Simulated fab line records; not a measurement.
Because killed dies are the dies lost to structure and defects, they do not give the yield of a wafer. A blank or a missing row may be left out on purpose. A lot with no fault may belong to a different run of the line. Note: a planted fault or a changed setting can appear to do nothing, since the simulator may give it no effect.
fab line records + flow berkeley_cmos170
record:
- lots: 5
- wafers: 15
- last_day: 11
route steps=331 shown PSD@178 NSD@187
lots with no fault: from the same line, run without faults
start_h: start of the lot's first displayed wafer, in hours after the record's first day + wait_h: time in hours since the lot's previous step + " unchanged from the row above + L1.1+2: a single row standing in for several wafers + - no value, or no start was given + * or withheld: withheld + < > ~ a bound
route shown NAME@n: names a module that has steps shown in the file, with the first one's number in the route + usual: mean and standard deviation over wafers with no fault + same: alike in all rows + chamber/n: place in a boat + sites: per-site readings + _std_site: the values' standard deviation + _edge_site: inner sites' mean taken away from outer sites' mean + radius_mm: how far each site lies from the wafer's centre + mask NAME#n: copy n + behind: tool/chamber where the wafer was last shaped + hold: reason for holding the lot/hours on hold/outcome of the hold + device: the transistor (n, p or np) that didn't switch + end of line: tests of these same wafers at the route's end + a step without rows: its recipe alone + killed: count of dies lost to structure and defects at first sort (not the wafer's yield) + map: a wafer's dies, x killed, . not, _ none there
set.NAME: the setting the step ran with; set.NAME@STEP: the setting that earlier step ran with + model.NAME: the simulator's own value behind a step, which no gauge read
certain route steps with their lots: each step a table, each wafer a row
services: a tool's chamber out of use, with start hour (start_h, from the record's first day; less than 0 if before it), hours out, and reason
== steps ==
step: UCB170_PSD_EXPOSE_03
recipe:
- mask_id: PSELECT_MOD
- na: 0.5
- sigma_outer: 0.6
- source_shape: conventional
- target_cd_nm: 1200
- dose_mj: 30.41
step: UCB170_PSD_PEB_04
recipe:
- peb_temp_c: 130
- peb_time_s: withheld
- resist: KrF
step: UCB170_PSD_DEVELOP_05
recipe:
- developer: TMAH
- develop_time_s: 45
- resist: KrF
- dev_temp_c: 21
step: UCB170_PSD_CD_MEAS_06
recipe:
- target_cd_nm: 1200
usual:
- cd_nm: 1200.2/1.5
| lot.wafer | tool      | chamber | start_h | wait_h | cd_nm  |
|-----------|-----------|---------|---------|--------|--------|
| L536.1    | cd_sem-01 | -       | 158.08  | -      | 1199.8 |
| L536.2    | "         | -       | "       | "      | 1200.9 |
| L536.5    | "         | -       | "       | "      | 1201.6 |
| L537.1    | cd_sem-01 | -       | 158.80  | -      | 1199.2 |
| L537.5    | "         | -       | "       | "      | 1198.9 |
| L537.6    | "         | -       | "       | "      | 1200.0 |
| L543.1    | cd_sem-02 | -       | 197.68  | -      | 1202.7 |
| L543.2    | "         | -       | "       | "      | 1201.6 |
| L543.4    | "         | -       | "       | "      | 1205.0 |
| L548.1    | cd_sem-01 | -       | 224.42  | -      | 1199.6 |
| L548.3    | "         | -       | "       | "      | 1197.9 |
| L548.5    | "         | -       | "       | "      | 1199.0 |
| L552.2    | cd_sem-02 | -       | 231.52  | -      | 1201.4 |
| L552.4    | "         | -       | "       | "      | 1200.8 |
| L552.5    | "         | -       | "       | "      | 1200.3 |
step: UCB170_PSD_OVL_MEAS_07
usual:
- PSD_OVL: 0/4.8
| lot.wafer | tool       | chamber | start_h | wait_h | PSD_OVL[nm] |
|-----------|------------|---------|---------|--------|-------------|
| L536.1    | overlay-02 | -       | 158.20  | 0.1    | -7          |
| L536.2    | "          | -       | "       | "      | -4          |
| L536.5    | "          | -       | "       | "      | -6          |
| L537.1    | overlay-01 | -       | 158.92  | 0.1    | 0           |
| L537.5    | "          | -       | "       | "      | 5           |
| L537.6    | "          | -       | "       | "      | -6          |
| L543.1    | overlay-02 | -       | 197.80  | 0.1    | 2           |
| L543.2    | "          | -       | "       | "      | -1          |
| L543.4    | "          | -       | "       | "      | 0           |
| L548.1    | overlay-02 | -       | 224.54  | 0.1    | -3          |
| L548.3    | "          | -       | "       | "      | -3          |
| L548.5    | "          | -       | "       | "      | -1          |
| L552.2    | overlay-02 | -       | 231.63  | 0.1    | 2           |
| L552.4    | "          | -       | "       | "      | -6          |
| L552.5    | "          | -       | "       | "      | 3           |
step: UCB170_PSD_IMPLANT_08
recipe:
- species: B
- dose_cm2: 3e+15
- energy_kev: 20
- tilt_deg: 7
step: UCB170_PSD_STRIP_09
recipe:
- chemistry: O2
- power_w: 400
- pressure_mtorr: 3500
- platen_temp_c: withheld
- o2_flow_sccm: 400
- overash_fraction: 0.5
usual:
- drypump_motor_current_A: 5.85/0.13
- o2_flow_sccm: 399.8/1.3
- oes_product_au: 0.600/0.0048
- strip_time_to_endpoint_s: 29.40/0.069
| lot.wafer | tool            | chamber | start_h | wait_h | drypump_motor_current_A | o2_flow_sccm | oes_product_au | rf_hours_counter_h | strip_time_to_endpoint_s |
|-----------|-----------------|---------|---------|--------|-------------------------|--------------|----------------|--------------------|--------------------------|
| L536.1    | plasma_asher-02 | 0       | 158.38  | 0.1    | 5.89                    | 401.0        | 0.594          | 47                 | 29.36                    |
| L536.2    | "               | 1       | "       | "      | 5.79                    | 399.1        | 0.593          | 47                 | 29.31                    |
| L536.5    | "               | 1       | "       | "      | 5.81                    | 398.8        | 0.601          | -                  | 29.33                    |
| L537.1    | plasma_asher-02 | 1       | 159.11  | 0.1    | 5.83                    | 399.7        | 0.603          | 47                 | 29.46                    |
| L537.5    | "               | 0       | "       | "      | 5.89                    | 399.2        | 0.594          | -                  | 29.39                    |
| L537.6    | "               | 1       | "       | "      | 5.77                    | 399.8        | 0.596          | -                  | 29.50                    |
| L543.1    | plasma_asher-02 | 1       | 197.99  | 0.1    | 5.74                    | 401.3        | 0.595          | 51                 | 29.43                    |
| L543.2    | "               | 0       | "       | "      | 5.90                    | 401.9        | 0.604          | 51                 | 29.43                    |
| L543.4    | "               | 1       | "       | "      | 5.77                    | 401.8        | 0.597          | -                  | 29.40                    |
| L548.1    | plasma_asher-02 | 0       | 224.78  | 0.2    | 5.89                    | 399.7        | 0.606          | 54                 | 29.29                    |
| L548.3    | "               | 0       | "       | "      | 5.89                    | 401.3        | 0.604          | -                  | 29.19                    |
| L548.5    | "               | 1       | "       | "      | 5.74                    | 400.6        | 0.602          | -                  | 29.35                    |
| L552.2    | plasma_asher-04 | 0       | 231.81  | 0.1    | 5.92                    | 399.1        | 0.606          | 55                 | 29.34                    |
| L552.4    | "               | 0       | "       | "      | 5.87                    | 398.1        | 0.600          | -                  | 29.35                    |
| L552.5    | "               | 1       | "       | "      | 6.04                    | 398.9        | 0.590          | -                  | 29.33                    |
step: UCB170_PSD_TW_MEAS_10
usual:
- PSD_TW: 2331/34
| lot.wafer | tool          | chamber | start_h | wait_h | PSD_TW |
|-----------|---------------|---------|---------|--------|--------|
| L536.1    | film_metro-03 | -       | 158.48  | 0.1    | 2318   |
| L536.2    | "             | -       | "       | "      | 2332   |
| L536.5    | "             | -       | "       | "      | 2329   |
| L537.1    | film_metro-02 | -       | 159.21  | 0.1    | 2384   |
| L537.5    | "             | -       | "       | "      | 2375   |
| L537.6    | "             | -       | "       | "      | 2378   |
| L543.1    | film_metro-02 | -       | 198.09  | 0.1    | 2379   |
| L543.2    | "             | -       | "       | "      | 2382   |
| L543.4    | "             | -       | "       | "      | 2384   |
| L548.1    | film_metro-01 | -       | 224.88  | 0.1    | 2283   |
| L548.3    | "             | -       | "       | "      | 2271   |
| L548.5    | "             | -       | "       | "      | 2288   |
| L552.2    | film_metro-03 | -       | 231.92  | 0.1    | 2327   |
| L552.4    | "             | -       | "       | "      | 2325   |
| L552.5    | "             | -       | "       | "      | 2328   |
step: UCB170_PSD_CLEAN_11
recipe:
- chemistry: SPM
- temp_c: 120
- time_s: 600
step: UCB170_NSD_HMDS_00
recipe:
- prime_time_s: 60
- prime_temp_c: 100
step: UCB170_NSD_COAT_01
recipe:
- resist: KrF
- spin_rpm: 1500
- resist_thk_nm: 900
step: UCB170_NSD_SOFTBAKE_02
recipe:
- resist: KrF
- temp_c: 130
- time_s: 60
step: UCB170_NSD_EXPOSE_03
recipe:
- mask_id: NSELECT_MOD
- na: 0.5
- sigma_outer: 0.6
- source_shape: conventional
- target_cd_nm: 1200
- dose_mj: 30.71
| lot.wafer  | tool           | chamber | start_h | wait_h | mask          |
|------------|----------------|---------|---------|--------|---------------|
| L536.1+2+5 | krf_scanner-01 | 0       | 159.31  | 0.1    | PSELECT_MOD#0 |
| L537.1+5+6 | krf_scanner-01 | 0       | 160.21  | 0.1    | NSELECT_MOD#0 |
| L543.1+2+4 | krf_scanner-01 | 0       | 199.75  | 0.5    | NSELECT_MOD#0 |
| L548.1+3+5 | krf_scanner-01 | 0       | 225.88  | 0.2    | NSELECT_MOD#0 |
| L552.2+4+5 | krf_scanner-02 | 0       | 234.75  | 0.3    | NSELECT_MOD#0 |
step: UCB170_NSD_PEB_04
recipe:
- peb_temp_c: 130
- peb_time_s: withheld
- resist: KrF
step: UCB170_NSD_DEVELOP_05
recipe:
- developer: TMAH
- develop_time_s: 45
- resist: KrF
- dev_temp_c: 21
step: UCB170_NSD_CD_MEAS_06
recipe:
- target_cd_nm: 1200
usual:
- cd_nm: 1200.0/1.3
| lot.wafer | tool      | chamber | start_h | wait_h | cd_nm  |
|-----------|-----------|---------|---------|--------|--------|
| L536.1    | cd_sem-01 | -       | 159.94  | -      | -      |
| L536.2    | "         | -       | "       | "      | -      |
| L536.5    | "         | -       | "       | "      | -      |
| L537.1    | cd_sem-02 | -       | 160.60  | -      | 1197.5 |
| L537.5    | "         | -       | "       | "      | 1201.0 |
| L537.6    | "         | -       | "       | "      | 1199.9 |
| L543.1    | cd_sem-01 | -       | 200.22  | -      | 1199.8 |
| L543.2    | "         | -       | "       | "      | 1199.1 |
| L543.4    | "         | -       | "       | "      | 1199.1 |
| L548.1    | cd_sem-01 | -       | 226.59  | -      | 1198.4 |
| L548.3    | "         | -       | "       | "      | 1199.1 |
| L548.5    | "         | -       | "       | "      | 1200.2 |
| L552.2    | cd_sem-01 | -       | 235.39  | -      | 1200.5 |
| L552.4    | "         | -       | "       | "      | 1200.8 |
| L552.5    | "         | -       | "       | "      | 1199.7 |
step: UCB170_NSD_OVL_MEAS_07
usual:
- NSD_OVL: 2/5.1
| lot.wafer | tool       | chamber | start_h | wait_h | NSD_OVL[nm] |
|-----------|------------|---------|---------|--------|-------------|
| L536.1    | overlay-01 | -       | 160.06  | 0.1    | -           |
| L536.2    | "          | -       | "       | "      | -           |
| L536.5    | "          | -       | "       | "      | -           |
| L537.1    | overlay-01 | -       | 160.72  | 0.1    | -7          |
| L537.5    | "          | -       | "       | "      | -1          |
| L537.6    | "          | -       | "       | "      | 5           |
| L543.1    | overlay-02 | -       | 200.34  | 0.1    | -1          |
| L543.2    | "          | -       | "       | "      | 11          |
| L543.4    | "          | -       | "       | "      | 9           |
| L548.1    | overlay-01 | -       | 226.71  | 0.1    | 5           |
| L548.3    | "          | -       | "       | "      | 0           |
| L548.5    | "          | -       | "       | "      | -4          |
| L552.2    | overlay-01 | -       | 235.50  | 0.1    | 5           |
| L552.4    | "          | -       | "       | "      | 3           |
| L552.5    | "          | -       | "       | "      | 7           |
step: UCB170_NSD_IMPLANT_08
recipe:
- species: P
- dose_cm2: 3e+15
- energy_kev: 40
- tilt_deg: 7
step: UCB170_NSD_STRIP_09
recipe:
- chemistry: O2
- power_w: 400
- pressure_mtorr: 3500
- platen_temp_c: withheld
- o2_flow_sccm: 400
- overash_fraction: 0.5
usual:
- drypump_motor_current_A: 5.80/0.26
- o2_flow_sccm: 399.9/1.2
- oes_product_au: 0.534/0.0046
- strip_time_to_endpoint_s: 35.82/0.058
| lot.wafer | tool            | chamber | start_h | wait_h | drypump_motor_current_A | o2_flow_sccm | oes_product_au | rf_hours_counter_h | strip_time_to_endpoint_s |
|-----------|-----------------|---------|---------|--------|-------------------------|--------------|----------------|--------------------|--------------------------|
| L536.1    | plasma_asher-02 | 1       | 160.25  | 0.1    | 5.81                    | 402.7        | 0.536          | 47                 | 35.76                    |
| L536.2    | "               | 0       | "       | "      | 5.89                    | 399.0        | 0.534          | 47                 | 35.81                    |
| L536.5    | "               | 1       | "       | "      | 5.79                    | 399.0        | 0.535          | -                  | 35.80                    |
| L537.1    | plasma_asher-04 | 0       | 160.91  | 0.1    | 5.88                    | 399.5        | 0.526          | 46                 | 35.86                    |
| L537.5    | "               | 1       | "       | "      | 6.05                    | 400.4        | 0.534          | -                  | 35.93                    |
| L537.6    | "               | 0       | "       | "      | 5.87                    | 400.6        | 0.529          | -                  | 35.90                    |
| L543.1    | plasma_asher-04 | 0       | 200.53  | 0.1    | 5.88                    | 400.8        | 0.541          | 51                 | 35.77                    |
| L543.2    | "               | 1       | "       | "      | 6.05                    | 399.2        | 0.530          | 51                 | 35.77                    |
| L543.4    | "               | 1       | "       | "      | 6.09                    | 401.0        | 0.539          | -                  | 35.80                    |
| L548.1    | plasma_asher-02 | 0       | 226.90  | 0.1    | 5.91                    | 400.4        | 0.531          | 55                 | 35.84                    |
| L548.3    | "               | 0       | "       | "      | 5.91                    | 399.2        | 0.533          | -                  | 35.78                    |
| L548.5    | "               | 1       | "       | "      | 5.74                    | 400.3        | 0.536          | -                  | 35.71                    |
| L552.2    | plasma_asher-04 | 1       | 235.68  | 0.1    | 6.06                    | 400.6        | 0.530          | 55                 | 35.80                    |
| L552.4    | "               | 1       | "       | "      | 6.06                    | 402.4        | 0.536          | -                  | 35.88                    |
| L552.5    | "               | 0       | "       | "      | 5.90                    | 400.8        | 0.535          | -                  | 35.86                    |
step: UCB170_NSD_TW_MEAS_10
usual:
- NSD_TW: 4168/62
| lot.wafer | tool          | chamber | start_h | wait_h | NSD_TW |
|-----------|---------------|---------|---------|--------|--------|
| L536.1    | film_metro-01 | -       | 160.35  | 0.1    | 30     |
| L536.2    | "             | -       | "       | "      | 30     |
| L536.5    | "             | -       | "       | "      | 30     |
| L537.1    | film_metro-02 | -       | 161.01  | 0.1    | 4292   |
| L537.5    | "             | -       | "       | "      | 4273   |
| L537.6    | "             | -       | "       | "      | 4284   |
| L543.1    | film_metro-01 | -       | 200.63  | 0.1    | 4158   |
| L543.2    | "             | -       | "       | "      | 4154   |
| L543.4    | "             | -       | "       | "      | 4157   |
| L548.1    | film_metro-01 | -       | 227.00  | 0.1    | 4122   |
| L548.3    | "             | -       | "       | "      | 4136   |
| L548.5    | "             | -       | "       | "      | 4105   |
| L552.2    | film_metro-01 | -       | 235.79  | 0.1    | 4116   |
| L552.4    | "             | -       | "       | "      | 4123   |
| L552.5    | "             | -       | "       | "      | 4108   |
step: UCB170_NSD_CLEAN_11
recipe:
- chemistry: SPM
- temp_c: 120
- time_s: 600
== services ==
| tool            | chamber | start_h | hours | kind   |
|-----------------|---------|---------|-------|--------|
| krf_scanner-02  | -       | 135.24  | 0.6   | repair |
| krf_scanner-02  | -       | 149.17  | 1.0   | pm     |
| krf_scanner-01  | -       | 167.40  | 0.8   | pm     |
| krf_scanner-01  | -       | 207.75  | 1.3   | pm     |
| krf_scanner-02  | -       | 211.39  | 0.8   | pm     |
| krf_scanner-02  | -       | 214.80  | 1.3   | pm     |
| plasma_asher-04 | -       | 224.44  | 0.4   | repair |
== key ==
first_sign:
- step: UCB170_NSD_EXPOSE_03
- reading: mask
- direction: changed
effect:
- step: UCB170_NSD_CD_MEAS_06
- reading: cd_nm
- direction: missing
effect:
- step: UCB170_NSD_OVL_MEAS_07
- reading: NSD_OVL
- direction: missing
effect:
- step: UCB170_NSD_TW_MEAS_10
- reading: NSD_TW
- direction: down
- sigmas: 67
- usual: 4168
- struck: 30
met_at UCB170_NSD_EXPOSE_03
struck_wafers L536.1,L536.2,L536.5
sort_left_out L536.1,L536.2,L536.5
tester_left_out L536
fault:
- kind: wrong_mask
- tool: any
- chamber: -
- onset_h: 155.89
- steps: UCB170_NSD_EXPOSE_03
- aux_copy: PSELECT_MOD#0
- scope: struck_lots_only
tester_left_out: of these lots the tester's yield and bins aren't shown, on N5 and GAA mostly nor the transistor test; their killed dies are dies lost to structure and defects alone, not to doping, threshold or leakage, so they don't give the yield
sort_left_out: the simulated sort isn't trusted on such a fault, so these wafers' sort isn't shown, and their yield isn't known
